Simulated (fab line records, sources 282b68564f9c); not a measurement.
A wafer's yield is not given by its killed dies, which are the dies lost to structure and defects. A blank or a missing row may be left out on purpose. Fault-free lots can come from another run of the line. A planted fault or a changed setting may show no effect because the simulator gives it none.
A single fault, viewed from 2 desks / flow ritCmos / what lay behind the numbers comes last; until then each desk has only its own

== METROLOGY DESK ==
What the gauges read, lot by lot, whatever tool the lot ran on: means of the sampled wafers that have a number. A lot is out of limits, marked OUT, if its mean lies more than 4 standard deviations from the usual mean; the brackets give that distance.
Columns: A = cdNm at RIT_M1_CD_MEAS_90, usual 2600 nm
lot=L200; first seen here=day 3 16:26; A=2599
lot=L201; first seen here=day 3 21:04; A=2599
lot=L203; first seen here=day 4 08:37; A=2596
lot=L204; first seen here=day 4 11:49; A=2597
lot=L205; first seen here=day 4 15:43; A=2604
lot=L206; first seen here=day 5 01:14; A=2598
lot=L208; first seen here=day 5 04:27; A=2605
lot=L209; first seen here=day 5 17:38; A=2601
lot=L210; first seen here=day 5 18:05; A=2586 (-4.5) OUT
lot=L213; first seen here=day 6 05:35; A=2593
lot=L217; first seen here=day 7 04:19; A=2599
lot=L220; first seen here=day 7 18:31; A=2599
lot=L222; first seen here=day 8 02:50; A=2603
lot=L223; first seen here=day 8 08:35; A=2600
Finding of this desk: L210 out of limits; the first was L210 at day 5 18:05, on cdNm at RIT_M1_CD_MEAS_90. Within limits: L200, L201, L203, L204, L205, L206, L208, L209, L213, L217, L220, L222, L223.

== AT THE TOOL OWNER'S DESK: rieMetal-01 ==
The tool's own readings at RIT_M1_METAL_ETCH_12 (etches Al in Cl2/BCl3, stops on SiO2, time 165 s, target depth 600 nm): means of the sampled wafers that have a number, for each lot that ran on this tool. A lot is out of limits, marked OUT, if its mean lies more than 4 standard deviations from the usual mean; the brackets give that distance.
Columns: A = drypumpMotorCurrentA at RIT_M1_METAL_ETCH_12, usual 5.8 A; B = oesProductAu at RIT_M1_METAL_ETCH_12, usual 0.753 a.u.; C = throttleValvePct at RIT_M1_METAL_ETCH_12, usual 8.32 %
lot=L201; first seen here=day 3 20:32; A=6.1; B=0.759; C=8.32
lot=L204; first seen here=day 4 11:16; A=5.9; B=0.749; C=8.33
lot=L206; first seen here=day 5 00:43; A=6.0; B=0.751; C=8.33
lot=L210; first seen here=day 5 17:34; A=5.9; B=0.631 (-15) OUT; C=8.36
lot=L213; first seen here=day 6 05:04; A=6.2; B=0.644 (-14) OUT; C=8.34
Finding of this desk: L210, L213 out of limits; the first was L210 at day 5 17:34, on oesProductAu at RIT_M1_METAL_ETCH_12. Within limits: L201, L204, L206.

== PUT TOGETHER ==
On L210, L213, at day 5 17:34, an alarm was possible from the tool owner's desk.
At day 5 18:05 the metrology desk could have sounded an alarm, on L210.
The metrology desk holds a record of L213, inside its limits.
The lots listed all ran RIT_M1_METAL_ETCH_12 on rieMetal-01.

== WHAT THE SIMULATOR HAD PUT IN ==
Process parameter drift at RIT_M1_METAL_ETCH_12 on rieMetal-01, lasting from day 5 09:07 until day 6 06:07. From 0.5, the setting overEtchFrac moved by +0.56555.
Shown lots that were struck: L210, L213.
Fault start to first reading out of limits, in hours, per desk: tool owner, 8; metrology, 9.
